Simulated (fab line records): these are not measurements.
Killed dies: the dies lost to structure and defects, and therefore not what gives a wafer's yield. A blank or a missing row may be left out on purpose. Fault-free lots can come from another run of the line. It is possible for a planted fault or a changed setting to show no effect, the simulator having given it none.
What tool caused it? / flow rit-cmos / Sampling: 13 lots, 39 wafers, 6 of 202 route steps

## WHAT THE GAUGES SHOWED, per wafer
RIT_WELLDRIVE_RS_MEAS_01: uses a four-point probe to measure.
lot=L333; measured=day 2 09:04; on=film-metro-03; NWELL_RS (ohm/sq)=274.8 275.2 274.4
lot=L334; measured=day 2 14:53; on=film-metro-03; NWELL_RS (ohm/sq)=276.0 275.5 275.0
lot=L335; measured=day 2 20:40; on=film-metro-03; NWELL_RS (ohm/sq)=274.8 275.1 275.3
lot=L336; measured=day 2 21:31; on=film-metro-04; NWELL_RS (ohm/sq)=276.2 276.0 275.3
lot=L337; measured=day 3 05:07; on=film-metro-01; NWELL_RS (ohm/sq)=276.3 275.7 275.5
lot=L338; measured=day 3 10:13; on=film-metro-03; NWELL_RS (ohm/sq)=275.9 277.3 275.9
lot=L339; measured=day 3 12:11; on=film-metro-03; NWELL_RS (ohm/sq)=276.3 276.1 275.0
lot=L340; measured=day 3 17:16; on=film-metro-03; NWELL_RS (ohm/sq)=275.8 276.3 275.4
lot=L349; measured=day 5 16:47; on=film-metro-04; NWELL_RS (ohm/sq)=299.7 300.0 297.1
lot=L350; measured=day 5 21:51; on=film-metro-03; NWELL_RS (ohm/sq)=293.1 286.4 278.7
lot=L354; measured=day 7 00:52; on=film-metro-04; NWELL_RS (ohm/sq)=276.2 275.9 275.7
lot=L355; measured=day 7 00:52; on=film-metro-03; NWELL_RS (ohm/sq)=274.8 273.7 274.9
lot=L356; measured=day 7 08:30; on=film-metro-01; NWELL_RS (ohm/sq)=276.8 275.9 276.4

RIT_WELLDRIVE_RS_MEAS_02: uses a four-point probe to measure.
lot=L333; measured=day 2 09:11; on=film-metro-03; PWELL_RS (ohm/sq)=432.0 430.5 430.5
lot=L334; measured=day 2 15:00; on=film-metro-03; PWELL_RS (ohm/sq)=428.5 428.4 429.3
lot=L335; measured=day 2 20:47; on=film-metro-03; PWELL_RS (ohm/sq)=432.4 432.1 432.6
lot=L336; measured=day 2 21:38; on=film-metro-04; PWELL_RS (ohm/sq)=428.2 431.3 430.2
lot=L337; measured=day 3 05:14; on=film-metro-01; PWELL_RS (ohm/sq)=430.5 429.6 431.4
lot=L338; measured=day 3 10:20; on=film-metro-03; PWELL_RS (ohm/sq)=430.3 428.5 428.6
lot=L339; measured=day 3 12:18; on=film-metro-03; PWELL_RS (ohm/sq)=428.9 430.2 428.3
lot=L340; measured=day 3 17:23; on=film-metro-03; PWELL_RS (ohm/sq)=429.8 429.7 430.8
lot=L349; measured=day 5 16:54; on=film-metro-04; PWELL_RS (ohm/sq)=453.8 453.8 451.8
lot=L350; measured=day 5 21:58; on=film-metro-03; PWELL_RS (ohm/sq)=445.9 439.9 432.3
lot=L354; measured=day 7 00:59; on=film-metro-04; PWELL_RS (ohm/sq)=430.8 431.7 432.2
lot=L355; measured=day 7 00:59; on=film-metro-03; PWELL_RS (ohm/sq)=430.0 429.0 429.8
lot=L356; measured=day 7 08:37; on=film-metro-01; PWELL_RS (ohm/sq)=430.9 429.6 429.5

RIT_FOX2_THK_MEAS_91.
lot=L333; measured=day 2 13:28; on=film-metro-03; FIELD_OXIDE_LEFT_2_THK (nm)=256 264 263
lot=L334; measured=day 2 18:38; on=film-metro-04; FIELD_OXIDE_LEFT_2_THK (nm)=253 254 251
lot=L335; measured=day 3 00:44; on=film-metro-04; FIELD_OXIDE_LEFT_2_THK (nm)=268 274 272
lot=L336; measured=day 3 01:37; on=film-metro-03; FIELD_OXIDE_LEFT_2_THK (nm)=261 259 261
lot=L337; measured=day 3 09:00; on=film-metro-02; FIELD_OXIDE_LEFT_2_THK (nm)=262 265 260
lot=L338; measured=day 3 14:12; on=film-metro-03; FIELD_OXIDE_LEFT_2_THK (nm)=260 260 256
lot=L339; measured=day 3 16:06; on=film-metro-02; FIELD_OXIDE_LEFT_2_THK (nm)=259 262 266
lot=L340; measured=day 3 21:10; on=film-metro-04; FIELD_OXIDE_LEFT_2_THK (nm)=269 265 269
lot=L349; measured=day 5 20:33; on=film-metro-02; FIELD_OXIDE_LEFT_2_THK (nm)=244 247 240
lot=L350; measured=day 6 01:53; on=film-metro-03; FIELD_OXIDE_LEFT_2_THK (nm)=251 252 253
lot=L354; measured=day 7 06:57; on=film-metro-02; FIELD_OXIDE_LEFT_2_THK (nm)=265 256 263
lot=L355; measured=day 7 04:47; on=film-metro-03; FIELD_OXIDE_LEFT_2_THK (nm)=261 256 260
lot=L356; measured=day 7 12:15; on=film-metro-03; FIELD_OXIDE_LEFT_2_THK (nm)=250 248 249

RIT_SDANNEAL_RS_MEAS_04: uses a four-point probe to measure.
lot=L333; measured=day 3 09:52; on=film-metro-04; PSD_RS (ohm/sq)=116.51 116.09 116.36
lot=L334; measured=day 3 15:01; on=film-metro-04; PSD_RS (ohm/sq)=117.31 116.96 117.35
lot=L335; measured=day 3 17:38; on=film-metro-01; PSD_RS (ohm/sq)=116.80 116.76 116.97
lot=L336; measured=day 3 20:14; on=film-metro-04; PSD_RS (ohm/sq)=116.53 116.58 116.60
lot=L337; measured=day 4 08:57; on=film-metro-04; PSD_RS (ohm/sq)=117.03 116.68 116.78
lot=L338; measured=day 4 09:33; on=film-metro-02; PSD_RS (ohm/sq)=116.90 117.18 116.97
lot=L339; measured=day 4 12:29; on=film-metro-02; PSD_RS (ohm/sq)=116.94 117.25 117.20
lot=L340; measured=day 4 23:20; on=film-metro-04; PSD_RS (ohm/sq)=117.15 116.54 116.99
lot=L349; measured=day 7 03:09; on=film-metro-01; PSD_RS (ohm/sq)=117.15 116.89 117.01
lot=L350; measured=day 7 08:06; on=film-metro-02; PSD_RS (ohm/sq)=116.43 116.62 116.28
lot=L354; measured=day 8 05:08; on=film-metro-02; PSD_RS (ohm/sq)=116.88 116.83 116.71
lot=L355; measured=day 8 03:36; on=film-metro-01; PSD_RS (ohm/sq)=116.88 116.94 117.12
lot=L356; measured=day 8 09:13; on=film-metro-04; PSD_RS (ohm/sq)=116.87 116.60 116.77

RIT_M1_THK_MEAS_02: measures by xrf.
lot=L333; measured=day 3 13:31; on=film-metro-02; M1_AL_THK (nm)=399 401 397
lot=L334; measured=day 3 18:38; on=film-metro-04; M1_AL_THK (nm)=403 403 406
lot=L335; measured=day 3 21:17; on=film-metro-01; M1_AL_THK (nm)=404 407 408
lot=L336; measured=day 4 00:00; on=film-metro-02; M1_AL_THK (nm)=398 403 401
lot=L337; measured=day 4 12:35; on=film-metro-01; M1_AL_THK (nm)=412 401 411
lot=L338; measured=day 4 13:21; on=film-metro-02; M1_AL_THK (nm)=402 400 406
lot=L339; measured=day 4 16:32; on=film-metro-01; M1_AL_THK (nm)=390 387 390
lot=L340; measured=day 5 03:13; on=film-metro-02; M1_AL_THK (nm)=402 396 403
lot=L349; measured=day 7 07:10; on=film-metro-01; M1_AL_THK (nm)=395 396 392
lot=L350; measured=day 7 11:44; on=film-metro-02; M1_AL_THK (nm)=403 394 399
lot=L354; measured=day 8 08:58; on=film-metro-02; M1_AL_THK (nm)=390 390 389
lot=L355; measured=day 8 07:25; on=film-metro-04; M1_AL_THK (nm)=399 395 394
lot=L356; measured=day 8 12:58; on=film-metro-01; M1_AL_THK (nm)=399 399 403

## EACH LOT AND THE TOOL THAT RAN IT (in order: tool; ch and the chambers of the sampled wafers; start)
lot=L333; RIT_WELLDRIVE_ANNEAL_00=furnace-01 ch 0, day 2 03:59
lot=L334; RIT_WELLDRIVE_ANNEAL_00=furnace-03 ch 0, day 2 09:47
lot=L335; RIT_WELLDRIVE_ANNEAL_00=furnace-04 ch 0, day 2 15:34
lot=L336; RIT_WELLDRIVE_ANNEAL_00=furnace-03 ch 0, day 2 16:25
lot=L337; RIT_WELLDRIVE_ANNEAL_00=furnace-03 ch 0, day 3 00:01
lot=L338; RIT_WELLDRIVE_ANNEAL_00=furnace-03 ch 0, day 3 05:05
lot=L339; RIT_WELLDRIVE_ANNEAL_00=furnace-01 ch 0, day 3 07:05
lot=L340; RIT_WELLDRIVE_ANNEAL_00=furnace-01 ch 0, day 3 12:11
lot=L349; RIT_WELLDRIVE_ANNEAL_00=furnace-01 ch 0, day 5 11:41
lot=L350; RIT_WELLDRIVE_ANNEAL_00=furnace-01 ch 0, day 5 16:46
lot=L354; RIT_WELLDRIVE_ANNEAL_00=furnace-04 ch 0, day 6 19:47
lot=L355; RIT_WELLDRIVE_ANNEAL_00=furnace-04 ch 0, day 6 19:47
lot=L356; RIT_WELLDRIVE_ANNEAL_00=furnace-03 ch 0, day 7 03:25
- RIT_WELLDRIVE_ANNEAL_00: time 14700 s.

## WHAT THE TOOLS THEMSELVES READ (means of the sampled wafers that have a number; where no wafer has one, the mark that the record gives instead)
RIT_WELLDRIVE_ANNEAL_00.
lot=L333; tool=furnace-01; spike-tc-centre-C (C)=1102.8; zone-power-load-pct (%)=38.3
lot=L334; tool=furnace-03; spike-tc-centre-C (C)=1103.2; zone-power-load-pct (%)=37.5
lot=L335; tool=furnace-04; spike-tc-centre-C (C)=1101.5; zone-power-load-pct (%)=39.8
lot=L336; tool=furnace-03; spike-tc-centre-C (C)=1103.7; zone-power-load-pct (%)=37.7
lot=L337; tool=furnace-03; spike-tc-centre-C (C)=1102.9; zone-power-load-pct (%)=37.6
lot=L338; tool=furnace-03; spike-tc-centre-C (C)=1101.3; zone-power-load-pct (%)=37.3
lot=L339; tool=furnace-01; spike-tc-centre-C (C)=1103.1; zone-power-load-pct (%)=38.2
lot=L340; tool=furnace-01; spike-tc-centre-C (C)=1103.5; zone-power-load-pct (%)=38.5
lot=L349; tool=furnace-01; spike-tc-centre-C (C)=1068.7; zone-power-load-pct (%)=41.6
lot=L350; tool=furnace-01; spike-tc-centre-C (C)=1069.2; zone-power-load-pct (%)=41.5
lot=L354; tool=furnace-04; spike-tc-centre-C (C)=1101.4; zone-power-load-pct (%)=39.5
lot=L355; tool=furnace-04; spike-tc-centre-C (C)=1100.7; zone-power-load-pct (%)=39.9
lot=L356; tool=furnace-03; spike-tc-centre-C (C)=1103.0; zone-power-load-pct (%)=37.6

## THE ANSWER, worked out from the rows above alone
Rule: the usual values come from the lots themselves. Put in order of their means at a reading, lots are off if they are a third of the lots or fewer, leave a main group of 4 or more, and stand apart from it by a gap of 3 or more times the standard deviation of the main group's means; of several such gaps the widest counts. If all means in a main group match to the digits the tables above print for the reading, that group is not used. A lot without any number at a reading at which 4 lots or more have one is off too. The other lots that the step has rows for count as sound. Order of review: gauges by route order, followed by the tools' own readings, for which a lot's mean as printed above is used. The first step at which some lot is off is used, and at that step the reading that is off furthest; a lot without a number counts as furthest.
Off: at RIT_WELLDRIVE_RS_MEAS_01 (NWELL_RS), L349, L350. The main group: mean 275.6 ohm/sq, standard deviation 0.58.
If a tool, at a process step before that reading, ran all the lots that are off and no sound lot after the first of them, it fits. Not tried: the gauges at RIT_WELLDRIVE_RS_MEAS_01; whatever is off there is also off at RIT_WELLDRIVE_ANNEAL_00, on other tools, and gauge error can't account for it. One fits: furnace-01 at RIT_WELLDRIVE_ANNEAL_00. A fault onset in the window from L340 (day 3 12:11, its last sound lot) to L349 (day 5 11:41, its first lot off) fits.
The tool's own readings at RIT_WELLDRIVE_ANNEAL_00 bear it out: on the lots that are off they differ by more than 5 times the standard deviation of the sound lots' means. spike-tc-centre-C reads 1069.0 C there against 1102.5 C on the sound lots.

## WHAT THE SIMULATOR PUT IN
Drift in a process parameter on furnace-01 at RIT_WELLDRIVE_ANNEAL_00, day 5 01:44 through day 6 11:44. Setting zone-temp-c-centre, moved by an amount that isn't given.
Shown lots that were struck: L349, L350. The rule above found the same.
